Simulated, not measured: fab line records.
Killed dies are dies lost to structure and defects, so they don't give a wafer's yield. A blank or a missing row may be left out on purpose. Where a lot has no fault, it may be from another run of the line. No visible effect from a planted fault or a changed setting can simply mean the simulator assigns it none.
A struck lot beside a sound one	flow rit_cmos	13 out of 202 route steps
Sound: the wafers L155.2, L155.4, L155.5. Wafers L156.1, L156.2, L156.5 were the ones struck. The cause comes at the end.
Order at every step that has rows: each side's tool, ch and its chambers, its first start. Under that, the readings that differ: sound wafers	struck wafers	difference of the means	sigmas: that difference in standard deviations of wafers without a fault.
alike: same words and numbers on both sides, and readings whose means sit less than 2 such deviations apart. not compared: any withheld reading, any reading some wafer has no value for, any bound like >300 that may hide the same value, and any number with overlapping values for which the record gives no deviation.
Wherever a step has rows on one side only, a row that says differs or no value, or a row with sigmas, the two part there. Numbers that don't overlap but have no deviation are shown without sigmas and don't part them. A reading that every wafer of one side lacks parts them only if that side has two wafers or more.

RIT_NWELL_TW_MEAS_10:
  struck on film_metro-02, day 2 21:59; sound on film_metro-04, day 2 18:17
  alike: NWELL_TW
then, 6 steps without rows for these wafers: RIT_PWELL_HMDS_00 (prime time 60 s); RIT_PWELL_COAT_01 (resist thk 1300 nm); RIT_PWELL_SOFTBAKE_02 (time 60 s); RIT_PWELL_EXPOSE_03 (exposes mask M3, target cd 43700 nm); RIT_PWELL_PEB_04; RIT_PWELL_DEVELOP_05 (develop time 68 s).
RIT_PWELL_OVL_MEAS_06:
  struck on overlay-01, day 2 23:16; sound on overlay-01, day 2 19:20
  alike: PWELL_OVL
then, 2 steps without rows for these wafers: RIT_PWELL_HARDBAKE_07 (time 120 s); RIT_PWELL_IMPLANT_08.
RIT_PWELL_STRIP_09: strips in O2, time 180 s.
  sound on plasma_asher-01 ch 0,1, day 2 19:46; struck on plasma_asher-02 ch 0,1, day 2 23:43
  alike: drypump_motor_current_A, rf_refl_power_W
  not compared: rf_hours_counter_h
RIT_PWELL_TW_MEAS_10:
  struck on film_metro-03, day 2 23:53; sound on film_metro-03, day 2 19:57
  alike: PWELL_TW
RIT_WELLDRIVE_ANNEAL_00: time 14700 s.
  struck on furnace-02, day 2 23:56; sound on furnace-01 ch 0, day 2 20:00
  no value came back on the struck wafers for run_length_s (s), spike_tc_centre_C (C); on the sound wafers run_length_s (s) reads 18277 18277 18277

WHERE THEY PART
At RIT_WELLDRIVE_ANNEAL_00 and nowhere else, as far as this record goes.

WHY: the cause the simulator had injected
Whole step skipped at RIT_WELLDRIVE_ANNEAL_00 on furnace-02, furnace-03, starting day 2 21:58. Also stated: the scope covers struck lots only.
